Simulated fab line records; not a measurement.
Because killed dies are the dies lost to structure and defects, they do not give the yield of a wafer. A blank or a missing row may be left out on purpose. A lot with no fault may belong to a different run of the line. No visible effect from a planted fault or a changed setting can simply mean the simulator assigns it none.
One fault through the eyes of 2 desks    flow ritCmos    every desk sees just its own numbers, and what lay behind them comes last

AT THE TOOL OWNER'S DESK: lithoTrack-02
The tool's own readings at RIT_ACTIVE_COAT_06 (resist thk 1000 nm): means of the sampled wafers that have a number, for each lot that ran on this tool. The brackets show how far a lot's mean lies from the usual mean; more than 4 standard deviations puts the lot out of limits, marked OUT.
Columns: A = spinSpeedRpm at RIT_ACTIVE_COAT_06, usual 3250.8 rpm
lot   first seen here  A
L483  day 4 18:00      3250.0
L484  day 4 22:32      3375.1 (+65) OUT
L486  day 5 07:46      3377.5 (+67) OUT
L487  day 5 13:04      3377.4 (+67) OUT
Finding of this desk: L484, L486, L487 out of limits; the first was L484 at day 4 22:32, on spinSpeedRpm at RIT_ACTIVE_COAT_06. Within limits: L483.

METROLOGY DESK
What the gauges read for every lot (on any tool): the sampled wafers with a number, averaged. The brackets show how far a lot's mean lies from the usual mean; more than 4 standard deviations puts the lot out of limits, marked OUT.
Columns: A = INCOMING_BOW at RIT_ACTIVE_BOW_MEAS_00, usual -1 um; B = ACTIVE_OXIDE_THK at RIT_ACTIVE_THK_MEAS_02, usual 46.9 nm; C = ACTIVE_NITRIDE_THK at RIT_ACTIVE_THK_MEAS_04, usual 150.1 nm; D = cdNm at RIT_ACTIVE_CD_MEAS_11, usual 1400.1 nm
lot   first seen here  A   B     C      D
L470  day 1 20:00      -0  45.4  149.8  1399.3
L483  day 4 13:02      -2  48.3  151.6  1401.9
L484  day 4 18:00      -1  45.5  149.5  1396.4
L486  day 5 04:01      1   47.3  151.2  1398.4
L487  day 5 09:01      -6  46.5  149.5  1397.3
L488  day 5 14:00      4   46.3  149.5  1400.0
L489  day 5 19:00      -2  47.0  150.2  1399.9
Finding of this desk: none of the 7 lots has anything out of limits.

TAKEN TOGETHER
The tool owner's desk had the chance to raise an alarm at day 4 22:32 on L484, L486, L487.
The metrology desk saw nothing out of limits.
The metrology desk holds a record of L484, L486, L487, inside its limits.
All the named lots went through RIT_ACTIVE_COAT_06 on lithoTrack-02.

WHAT THE SIMULATOR HAD PUT IN
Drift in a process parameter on lithoTrack-02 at RIT_ACTIVE_COAT_06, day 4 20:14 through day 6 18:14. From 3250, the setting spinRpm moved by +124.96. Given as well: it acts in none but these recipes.
Lots struck among those shown: L484, L486, L487.
Each desk's first reading out of limits, in hours after the fault started: the tool owner's desk, 2.
